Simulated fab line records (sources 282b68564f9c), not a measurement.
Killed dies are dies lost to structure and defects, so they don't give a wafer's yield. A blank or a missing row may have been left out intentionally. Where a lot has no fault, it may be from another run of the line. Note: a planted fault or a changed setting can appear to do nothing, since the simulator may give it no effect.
fab line records | flow ritCmos
[record] lots = 14 wafers = 42 lastDay = 7
route steps=202 shown SDANNEAL@156 PSD@157 NSD@158 PLDD@159
lots that met no fault: taken from a fault-free run of the same line
startH: hours from the record's first day to the start of the lot's first wafer shown | waitH: hours from the lot's prior step to this one | " as in the row above | L1.1+2: a single row standing in for several wafers | - value missing, or start not given | * or withheld: withheld | < > ~ a bound
route shown NAME@n: names a module that has steps shown in the file, with the first one's number in the route | usual: mean/standard deviation of fault-free wafers | same: alike in all rows | chamber/n: place in a boat | sites: per-site readings | _std_site: their standard deviation | _edge_site: inner sites' mean taken away from outer sites' mean | radiusMm: for every site, how far away it sits from the centre of the wafer | mask NAME#n: copy n | behind: the tool/chamber that last shaped the wafer | hold: cause of the lot's hold/its duration in hours/its outcome | device: whichever transistor did not switch (one of n, p or np) | end of line: the route-end tests of the same wafers | where a step has no rows: the recipe by itself | killed: not the wafer's yield, but the dies lost to structure and defects at the first sort | map: the dies of a wafer, with x for killed, . for not killed, _ for no die there
set.NAME: setting as actually run; set.NAME@STEP: the setting as run at that earlier step | model.NAME: the simulator's own value behind a step, which no gauge read
steps of the route over a sample of lots; a table a step, a row a wafer
services: the hour from which a tool's chamber was out of use, counted from the record's first day as startH (under 0 if before that day), plus the number of hours and why
[[steps]]
[step RIT_SDANNEAL_RTA_03]
[recipe] tempC = 1050 timeS = 5 idleTempC = 600 rampUpCPerS = 342 rampDownCPerS = 171 coolToC = 600 ambient = N2
[usual] wafer_temp_C_max = 1053.3/1.1
// columns lot.wafer tool chamber startH waitH wafer_temp_C_max
L347.4 rtpAnneal-02 0 50.16 0.0 1054.9
L347.5 " 0 " " 1053.2
L347.6 " 0 " " 1054.9
L349.2 rtpAnneal-02 0 61.68 0.0 1055.3
L349.4 " 0 " " 1053.6
L349.5 " 0 " " 1052.4
L350.1 rtpAnneal-01 0 66.47 0.0 1053.4
L350.2 " 0 " " 1053.3
L350.6 " 0 " " 1054.7
L351.2 rtpAnneal-02 0 70.61 0.0 1053.2
L351.3 " 0 " " 1053.0
L351.6 " 0 " " 1054.1
L352.3 rtpAnneal-01 0 75.63 0.0 1052.7
L352.4 " 0 " " 1053.6
L352.5 " 0 " " 1054.9
L353.2 rtpAnneal-02 0 79.16 0.0 1054.2
L353.3 " 0 " " 1053.9
L353.5 " 0 " " 1054.3
L355.1 rtpAnneal-02 0 90.77 0.0 1052.2
L355.2 " 0 " " 1051.6
L355.4 " 0 " " 1052.3
L356.2 rtpAnneal-01 0 94.98 0.0 1053.7
L356.3 " 0 " " 1050.9
L356.5 " 0 " " 1052.1
L357.1 rtpAnneal-02 0 99.20 0.0 1054.2
L357.4 " 0 " " 1052.0
L357.5 " 0 " " 1052.3
L358.1 rtpAnneal-01 0 104.51 0.0 1052.1
L358.3 " 0 " " 1056.8
L358.4 " 0 " " 1053.2
L359.2 rtpAnneal-02 0 109.86 0.0 1052.4
L359.3 " 0 " " 1052.1
L359.6 " 0 " " 1053.8
L361.3 rtpAnneal-02 0 122.14 0.0 1086.3
L361.5 " 0 " " 1084.2
L361.6 " 0 " " 1087.0
L363.4 rtpAnneal-02 0 129.53 0.0 1085.3
L363.5 " 0 " " 1086.4
L363.6 " 0 " " 1087.1
L370.4 rtpAnneal-01 0 165.15 0.0 1053.1
L370.5 " 0 " " 1053.0
L370.6 " 0 " " 1052.3
[step RIT_SDANNEAL_RS_MEAS_04]
[recipe] thkMeasGauge = four-point-probe
[usual] PSD_RS = 114.9/0.31
// columns lot.wafer tool chamber startH waitH PSD_RS[ohm/sq]
L347.4 filmMetro-02 - 50.25 0.1 114.9
L347.5 " - " " 114.4
L347.6 " - " " 114.7
L349.2 filmMetro-02 - 61.74 0.1 114.8
L349.4 " - " " 114.8
L349.5 " - " " 114.8
L350.1 filmMetro-04 - 66.53 0.0 114.3
L350.2 " - " " 114.1
L350.6 " - " " 114.2
L351.2 filmMetro-03 - 70.68 0.1 115.3
L351.3 " - " " 115.2
L351.6 " - " " 115.2
L352.3 filmMetro-02 - 75.71 0.1 115.4
L352.4 " - " " 115.1
L352.5 " - " " 114.9
L353.2 filmMetro-03 - 79.22 0.1 115.1
L353.3 " - " " 115.3
L353.5 " - " " 115.0
L355.1 filmMetro-03 - 90.83 0.0 114.9
L355.2 " - " " 114.9
L355.4 " - " " 114.6
L356.2 filmMetro-02 - 95.05 0.1 114.6
L356.3 " - " " 114.5
L356.5 " - " " 114.8
L357.1 filmMetro-03 - 99.32 0.1 114.9
L357.4 " - " " 115.1
L357.5 " - " " 115.1
L358.1 filmMetro-02 - 104.57 0.0 115.1
L358.3 " - " " 115.1
L358.4 " - " " 115.1
L359.2 filmMetro-03 - 109.98 0.1 115.1
L359.3 " - " " 114.9
L359.6 " - " " 114.6
L361.3 filmMetro-04 - 122.22 0.1 92.8
L361.5 " - " " 92.9
L361.6 " - " " 92.8
L363.4 filmMetro-02 - 129.62 0.1 93.6
L363.5 " - " " 93.7
L363.6 " - " " 93.6
L370.4 filmMetro-04 - 165.24 0.1 114.7
L370.5 " - " " 114.7
L370.6 " - " " 114.6
[step RIT_SDANNEAL_RS_MEAS_05]
[recipe] thkMeasGauge = four-point-probe
[usual] NSD_RS = 84.52/0.27
// columns lot.wafer tool chamber startH waitH NSD_RS[ohm/sq]
L347.4 filmMetro-02 - 50.37 0.1 84.31
L347.5 " - " " 84.47
L347.6 " - " " 84.04
L349.2 filmMetro-02 - 61.86 0.1 85.02
L349.4 " - " " 84.97
L349.5 " - " " 84.73
L350.1 filmMetro-04 - 66.65 0.1 84.86
L350.2 " - " " 84.82
L350.6 " - " " 84.67
L351.2 filmMetro-03 - 70.80 0.1 84.13
L351.3 " - " " 84.54
L351.6 " - " " 84.43
L352.3 filmMetro-02 - 75.83 0.1 84.62
L352.4 " - " " 84.47
L352.5 " - " " 84.59
L353.2 filmMetro-03 - 79.34 0.1 84.35
L353.3 " - " " 84.28
L353.5 " - " " 84.21
L355.1 filmMetro-03 - 90.95 0.1 84.47
L355.2 " - " " 84.59
L355.4 " - " " 84.64
L356.2 filmMetro-02 - 95.17 0.1 84.36
L356.3 " - " " 83.83
L356.5 " - " " 84.05
L357.1 filmMetro-03 - 99.44 0.1 84.72
L357.4 " - " " 84.70
L357.5 " - " " 84.79
L358.1 filmMetro-02 - 104.69 0.1 84.51
L358.3 " - " " 84.56
L358.4 " - " " 84.66
L359.2 filmMetro-03 - 110.10 0.1 84.74
L359.3 " - " " 84.63
L359.6 " - " " 84.85
L361.3 filmMetro-04 - 122.34 0.1 83.14
L361.5 " - " " 83.42
L361.6 " - " " 83.43
L363.4 filmMetro-02 - 129.74 0.1 83.28
L363.5 " - " " 83.48
L363.6 " - " " 83.37
L370.4 filmMetro-04 - 165.36 0.1 84.14
L370.5 " - " " 84.34
L370.6 " - " " 84.25
[step RIT_SDANNEAL_RS_MEAS_06]
[recipe] thkMeasGauge = four-point-probe
[usual] PLDD_RS = 179.2/0.5
// columns lot.wafer tool chamber startH waitH PLDD_RS[ohm/sq]
L347.4 filmMetro-02 - 50.49 0.1 179.1
L347.5 " - " " 179.1
L347.6 " - " " 179.5
L349.2 filmMetro-02 - 61.98 0.1 178.8
L349.4 " - " " 178.9
L349.5 " - " " 179.9
L350.1 filmMetro-04 - 66.77 0.1 179.7
L350.2 " - " " 178.6
L350.6 " - " " 178.7
L351.2 filmMetro-03 - 70.92 0.1 180.0
L351.3 " - " " 179.7
L351.6 " - " " 179.8
L352.3 filmMetro-02 - 75.95 0.1 179.9
L352.4 " - " " 179.7
L352.5 " - " " 179.6
L353.2 filmMetro-03 - 79.46 0.1 179.6
L353.3 " - " " 179.9
L353.5 " - " " 179.1
L355.1 filmMetro-03 - 91.07 0.1 179.8
L355.2 " - " " 179.8
L355.4 " - " " 179.6
L356.2 filmMetro-02 - 95.29 0.1 178.9
L356.3 " - " " 178.4
L356.5 " - " " 179.4
L357.1 filmMetro-03 - 99.56 0.1 179.0
L357.4 " - " " 179.1
L357.5 " - " " 179.5
L358.1 filmMetro-02 - 104.81 0.1 178.8
L358.3 " - " " 179.6
L358.4 " - " " 179.8
L359.2 filmMetro-03 - 110.22 0.1 179.5
L359.3 " - " " 179.6
L359.6 " - " " 179.5
L361.3 filmMetro-04 - 122.46 0.1 159.6
L361.5 " - " " 159.2
L361.6 " - " " 159.3
L363.4 filmMetro-02 - 129.86 0.1 160.7
L363.5 " - " " 160.0
L363.6 " - " " 160.4
L370.4 filmMetro-04 - 165.48 0.1 180.2
L370.5 " - " " 179.9
L370.6 " - " " 180.3
[[services]]
// columns tool chamber startH hours kind
rtpAnneal-01 - 29.64 5.2 pm
[[key]]
[firstSign] step = RIT_SDANNEAL_RTA_03 reading = wafer_temp_C_max direction = up sigmas = 30 usual = * struck = *
[effect] step = RIT_SDANNEAL_RS_MEAS_04 reading = PSD_RS direction = down sigmas = 71 usual = 114.9 struck = 93.2
[effect] step = RIT_SDANNEAL_RS_MEAS_05 reading = NSD_RS direction = down sigmas = 4.3 usual = 84.52 struck = 83.35
[effect] step = RIT_SDANNEAL_RS_MEAS_06 reading = PLDD_RS direction = down sigmas = 39 usual = 179.2 struck = 159.9
metAt RIT_SDANNEAL_RTA_03
struckLots L361,L363
testerLeftOut L361,L363
onsetBetween 109.86 122.14
[fault] kind = processParameterDrift tool = rtpAnneal-02 chamber = - onsetH = 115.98 steps = RIT_SDANNEAL_RTA_03 channel = tempC offset = * shape = step endH = 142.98 actsIn = * stated = *
// testerLeftOut: of these lots the tester's yield and bins aren't shown, on N5 and GAA mostly nor the transistor test; their killed dies are dies lost to structure and defects alone, not to doping, threshold or leakage, so they don't give the yield
